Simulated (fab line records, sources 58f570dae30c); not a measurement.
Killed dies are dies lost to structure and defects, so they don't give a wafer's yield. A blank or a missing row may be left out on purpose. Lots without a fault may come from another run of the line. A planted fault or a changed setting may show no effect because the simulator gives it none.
One fault seen from 2 desks | flow berkeley_cmos170 | each desk has only its own numbers; what lay behind them comes last

THE METROLOGY DESK
What the gauges read, lot by lot, whatever tool the lot ran on: means of the sampled wafers that have a number. A lot is out of limits, marked OUT, if its mean lies more than 4 standard deviations from the usual mean; the brackets give that distance.
Columns: A = NSD_OVL at UCB170_NSD_OVL_MEAS_07, usual 0 nm; B = PSD_RS at UCB170_SDANNEAL_RS_MEAS_02, usual 75.46 ohm/sq; C = NSD_RS at UCB170_SDANNEAL_RS_MEAS_03, usual 37.24 ohm/sq
lot  | first seen here | A  | B     | C
L226 | day 8 07:58     | -7 | 75.24 | 37.09
L229 | day 8 08:25     | -7 | 75.53 | 37.16
L227 | day 8 08:31     | -1 | 75.60 | 37.24
L230 | day 8 08:58     | 10 | 75.28 | 37.34
L232 | day 9 20:34     | -3 | 75.51 | 37.29
L237 | day 10 06:24    | 4  | 75.45 | 37.25
L239 | day 10 23:29    | -6 | 75.62 | 37.17
L242 | day 12 00:47    | -7 | 75.43 | 37.21
L241 | day 12 01:13    | -3 | 75.23 | 37.27
L243 | day 12 01:26    | 5  | 75.65 | 37.12
L247 | day 12 08:40    | 4  | 75.13 | 37.24
L248 | day 12 08:44    | 1  | 75.67 | 37.40
L246 | day 12 09:09    | -2 | 75.28 | 37.28
L249 | day 13 04:40    | -4 | 75.27 | 37.21
This desk's finding: nothing out of limits on any of the 14 lots.

THE TOOL OWNER'S DESK: litho_track-04
The tool's own readings at UCB170_NVT_SOFTBAKE_02 (time 60 s): means of the sampled wafers that have a number, for each lot that ran on this tool. A lot is out of limits, marked OUT, if its mean lies more than 4 standard deviations from the usual mean; the brackets give that distance.
Columns: A = run_length_s at UCB170_NVT_SOFTBAKE_02, usual 89.0 s
lot  | first seen here | A
L226 | day 6 18:51     | 88.8
L237 | day 8 21:26     | 91.7 (+8.3) OUT
L239 | day 9 13:44     | 91.7 (+8.3) OUT
This desk's finding: out of limits on L237, L239; first on L237, day 8 21:26 (run_length_s at UCB170_NVT_SOFTBAKE_02). In limits: L226.

PUT TOGETHER
The tool owner's desk could have raised an alarm at day 8 21:26, on L237, L239.
The metrology desk saw nothing out of limits.
The metrology desk has L237, L239 on record, within its limits.
Of the lots named, all ran UCB170_NVT_SOFTBAKE_02 on litho_track-04.

WHAT THE SIMULATOR HAD PUT IN
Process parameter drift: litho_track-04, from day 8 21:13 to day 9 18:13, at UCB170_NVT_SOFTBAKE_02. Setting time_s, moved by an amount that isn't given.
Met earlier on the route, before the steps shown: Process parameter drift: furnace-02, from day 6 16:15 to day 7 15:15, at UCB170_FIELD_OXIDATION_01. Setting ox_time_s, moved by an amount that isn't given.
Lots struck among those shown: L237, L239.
Hours from the fault's start to each desk's first reading out of limits: the tool owner's desk, 0.
